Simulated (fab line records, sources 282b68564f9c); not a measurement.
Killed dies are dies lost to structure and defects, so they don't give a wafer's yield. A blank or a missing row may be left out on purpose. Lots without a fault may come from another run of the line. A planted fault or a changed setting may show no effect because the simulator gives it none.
Problem report in the 8D (eight disciplines) form, filled by code | flow rit_cmos | the parts of the form that need people (team, actions taken, sign-off) are left out

1. THE PROBLEM
spin_speed_rpm at RIT_NSD_COAT_01 reads a mean of 3335.2 rpm on 6 wafers of 2 lots; wafers without a fault read 3250.0 rpm with a standard deviation of 2.5. That is +34 standard deviations from the usual mean.
The step: resist thk 1000 nm.
First seen on wafer L902.2, day 5 23:04, on litho_track-04. The record holds 42 wafers of 14 lots with a number at this step. Rule for "out", or "out of limits": more than 4 standard deviations from the usual mean. The other wafers with a number count as sound.

2. WHAT IT IS AND WHAT IT IS NOT
question                    | is                     | is not
which readings at this step | spin_speed_rpm         | -
which lots                  | L902, L904             | L888, L889, L890, L891, L892, L893, L894, L895, L900, L906, L910, L911
which wafers of those lots  | all that have a number | -
read on which tools         | litho_track-04         | litho_track-01, litho_track-03
when                        | from day 5 23:04       | up to then (27 sound wafers); but 9 sound wafers of L906, L910, L911 came after

3. SUSPECTS, AND WHAT RULES EACH OUT
Counting: a tool at a process step up to the reading stays a suspect if it ran every lot that is out and no sound lot after the first of them.
- litho_track-04 at RIT_NSD_COAT_01 (resist thk 1000 nm): kept. It ran every lot that is out, first L902 (day 5 23:04), and no sound lot after that; its last sound lot up to then is L893 (day 4 00:01). Its own readings are out on those wafers: spin_speed_rpm.
Left after counting: litho_track-04 at RIT_NSD_COAT_01.

4. THE CAUSE (what the simulator had put in)
Process parameter drift: litho_track-04, from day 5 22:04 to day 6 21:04, at RIT_NSD_COAT_01. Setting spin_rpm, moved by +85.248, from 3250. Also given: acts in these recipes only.
Counting left only this tool.

5. THE CHAIN OF EFFECTS, in route order
Each row: a reading whose mean over the struck wafers that have a number lies more than 3 standard deviations from the usual. Only readings for which the record gives a usual standard deviation are gone through. hours: the time from each lot's start at the first step in this table that gives one to its start at this step, as a median over the lots. sigmas: the change in usual standard deviations.
hours | step            | reading        | usual      | on struck wafers | change | sigmas
0     | RIT_NSD_COAT_01 | spin_speed_rpm | 3250.0 rpm | 3335.2           | +85.2  | +34
The process steps in it:
- RIT_NSD_COAT_01: resist thk 1000 nm.

6. WHAT WOULD HAVE CAUGHT IT SOONER
In this record the first reading out of limits was taken at day 5 23:04, 1 hour after the fault began at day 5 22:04.
